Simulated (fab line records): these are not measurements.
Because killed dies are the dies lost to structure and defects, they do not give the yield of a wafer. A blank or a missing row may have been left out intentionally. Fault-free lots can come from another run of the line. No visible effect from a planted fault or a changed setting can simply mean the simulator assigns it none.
Which of the tools did it? | flow berkeley_cmos170 | 42 wafers from 14 lots sampled at 5 of the route's 331 steps

== WHAT THE GAUGES READ, wafer by wafer ==
UCB170_NWELL_OVL_MEAS_12.
lot  | measured    | on         | NWELL_OVL (nm)
L841 | day 2 05:13 | overlay-02 | 15 14 14
L842 | day 2 15:04 | overlay-01 | 17 18 13
L845 | day 3 00:16 | overlay-01 | 2 11 4
L844 | day 3 00:31 | overlay-01 | 12 9 13
L846 | day 3 06:47 | overlay-01 | 9 2 -1
L847 | day 3 08:52 | overlay-01 | 9 3 3
L848 | day 3 17:31 | overlay-02 | 7 11 11
L849 | day 3 20:19 | overlay-01 | -6 -9 -1
L854 | day 4 21:26 | overlay-02 | 10 6 16
L856 | day 5 10:20 | overlay-01 | 14 9 11
L858 | day 5 21:33 | overlay-01 | 3 5 -1
L859 | day 6 06:49 | overlay-01 | 12 12 7
L860 | day 6 23:37 | overlay-01 | 7 2 2
L864 | day 7 04:13 | overlay-01 | 0 2 -1

UCB170_FIELD_THK_MEAS_90.
lot  | measured     | on            | FIELD_OXIDE_LEFT_1_THK (nm)
L841 | day 4 16:46  | film_metro-02 | 435 437 434
L842 | day 4 23:55  | film_metro-02 | 450 449 447
L845 | day 5 09:35  | film_metro-01 | 438 448 452
L844 | day 5 20:55  | film_metro-02 | 447 437 448
L846 | day 5 20:58  | film_metro-01 | 430 430 432
L847 | day 5 20:56  | film_metro-02 | 457 459 455
L848 | day 7 00:37  | film_metro-04 | 426 425 424
L849 | day 7 00:37  | film_metro-01 | 439 446 434
L854 | day 7 18:15  | film_metro-01 | 436 436 432
L856 | day 8 05:23  | film_metro-02 | 447 448 444
L858 | day 8 15:24  | film_metro-04 | 443 437 442
L859 | day 8 15:23  | film_metro-02 | 442 444 450
L860 | day 9 08:06  | film_metro-01 | 427 441 438
L864 | day 10 00:23 | film_metro-01 | 443 442 438

UCB170_SACOX_THK_MEAS_02.
lot  | measured     | on            | SACOX_OXIDE_THK (nm)
L841 | day 4 19:52  | film_metro-02 | 14.74 14.48 14.56
L842 | day 5 03:12  | film_metro-01 | 14.14 14.40 14.15
L845 | day 5 14:29  | film_metro-03 | 14.62 14.49 14.72
L844 | day 6 06:53  | film_metro-02 | 14.03 14.04 14.14
L846 | day 6 06:53  | film_metro-01 | 14.44 14.42 14.13
L847 | day 6 06:52  | film_metro-03 | 14.18 14.00 14.29
L848 | day 7 03:17  | film_metro-02 | 14.41 14.54 14.56
L849 | day 7 03:17  | film_metro-01 | 14.61 14.59 14.67
L854 | day 7 21:07  | film_metro-02 | 14.14 14.09 14.12
L856 | day 8 10:27  | film_metro-03 | 14.08 14.04 13.87
L858 | day 8 19:07  | film_metro-02 | 14.34 14.29 14.13
L859 | day 8 19:07  | film_metro-01 | 14.37 14.32 14.24
L860 | day 9 10:52  | film_metro-03 | 14.38 14.46 14.39
L864 | day 10 04:23 | film_metro-03 | 13.96 13.70 13.89

== WHICH TOOL RAN EACH LOT (tool, then ch and the chambers of the sampled wafers, then the start) ==
lot  | UCB170_NWELL_COAT_07             | UCB170_NWELL_STRIP_15
L841 | litho_track-04 ch 0, day 2 03:45 | plasma_asher-01 ch 0,1, day 2 05:29
L842 | litho_track-02 ch 0, day 2 14:16 | plasma_asher-01 ch 0,1, day 2 15:21
L845 | litho_track-01 ch 0, day 2 23:34 | plasma_asher-01 ch 0, day 3 00:33
L844 | litho_track-04 ch 0, day 2 23:41 | plasma_asher-03 ch 0,1, day 3 00:49
L846 | litho_track-02 ch 0, day 3 05:59 | plasma_asher-02 ch 0,1, day 3 07:05
L847 | litho_track-04 ch 0, day 3 08:10 | plasma_asher-02 ch 0,1, day 3 09:08
L848 | litho_track-04 ch 0, day 3 16:37 | plasma_asher-03 ch 0,1, day 3 17:49
L849 | litho_track-04 ch 0, day 3 19:26 | plasma_asher-01 ch 0,1, day 3 20:35
L854 | litho_track-02 ch 0, day 4 20:40 | plasma_asher-01 ch 0,1, day 4 21:43
L856 | litho_track-04 ch 0, day 5 09:32 | plasma_asher-01 ch 0,1, day 5 10:39
L858 | litho_track-04 ch 0, day 5 20:46 | plasma_asher-01 ch 0,1, day 5 21:52
L859 | litho_track-02 ch 0, day 6 06:02 | plasma_asher-02 ch 1, day 6 07:07
L860 | litho_track-04 ch 0, day 6 22:49 | plasma_asher-01 ch 0,1, day 6 23:55
L864 | litho_track-01 ch 0, day 7 03:25 | plasma_asher-01 ch 0,1, day 7 04:30
- UCB170_NWELL_COAT_07: resist thk 900 nm.
- UCB170_NWELL_STRIP_15: strips in O2.

== WHAT THE TOOLS THEMSELVES READ (means of the sampled wafers that have a number; where no wafer has one, the mark that the record gives instead) ==
UCB170_NWELL_COAT_07.
lot  | tool           | spin_speed_rpm (rpm)
L841 | litho_track-04 | 1499.4
L842 | litho_track-02 | 1500.4
L845 | litho_track-01 | 1499.4
L844 | litho_track-04 | 1499.5
L846 | litho_track-02 | 1499.7
L847 | litho_track-04 | 1498.8
L848 | litho_track-04 | 1499.3
L849 | litho_track-04 | 1498.6
L854 | litho_track-02 | 1500.7
L856 | litho_track-04 | 1501.3
L858 | litho_track-04 | 1500.1
L859 | litho_track-02 | 1500.5
L860 | litho_track-04 | 1499.2
L864 | litho_track-01 | 1501.2

UCB170_NWELL_STRIP_15.
lot  | tool            | drypump_motor_current_A (A) | oes_product_au (a.u.) | strip_time_to_endpoint_s (s)
L841 | plasma_asher-01 | 5.2                         | 0.721                 | 18.01
L842 | plasma_asher-01 | 5.2                         | 0.724                 | 18.13
L845 | plasma_asher-01 | 5.3                         | 0.721                 | 18.10
L844 | plasma_asher-03 | 5.9                         | 0.720                 | 18.10
L846 | plasma_asher-02 | 5.8                         | 0.716                 | 18.01
L847 | plasma_asher-02 | 5.7                         | 0.723                 | 18.07
L848 | plasma_asher-03 | 5.8                         | 0.722                 | 18.01
L849 | plasma_asher-01 | 5.1                         | 0.724                 | 18.09
L854 | plasma_asher-01 | 5.2                         | 0.715                 | 18.07
L856 | plasma_asher-01 | 5.1                         | 0.720                 | 18.06
L858 | plasma_asher-01 | 5.1                         | 0.728                 | 19.51
L859 | plasma_asher-02 | 5.9                         | 0.719                 | 18.04
L860 | plasma_asher-01 | 5.1                         | 0.725                 | 19.55
L864 | plasma_asher-01 | 5.2                         | 0.719                 | 18.05

== THE ANSWER, worked out from the rows above alone ==
Rule: the usual values come from the lots themselves. Put in order of their means at a reading, lots are off if they are a third of the lots or fewer, leave a main group of 4 or more, and stand apart from it by a gap of 3 or more times the standard deviation of the main group's means; of several such gaps the widest counts. A main group whose means are all the same, to the digits that the tables above print for the reading, isn't used. Also off: a lot with no number at a reading for which 4 or more lots have one. Where the step has rows for the other lots, those lots are counted as sound. Order of review: gauges by route order, followed by the tools' own readings, for which a lot's mean as printed above is used. At the first step where some lot is off, the reading lying furthest off is the one used; lots without a number count as furthest.
Off, at UCB170_NWELL_STRIP_15 on strip_time_to_endpoint_s: L858, L860. The main group has a mean of 18.06 s with a standard deviation of 0.038.
A tool fits if, at that step or a process step before it, it ran every lot that is off, and no sound lot after the first of them. One fits: UCB170_NWELL_COAT_07 on litho_track-04. A fault onset in the window from L856 (day 5 09:32, its last sound lot) to L858 (day 5 20:46, its first lot off) fits.

== WHAT HAD BEEN PUT IN BY THE SIMULATOR ==
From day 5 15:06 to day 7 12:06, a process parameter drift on litho_track-04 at UCB170_NWELL_COAT_07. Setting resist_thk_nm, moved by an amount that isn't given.
Shown lots that were struck: L858, L860. The rule given above showed the same thing.
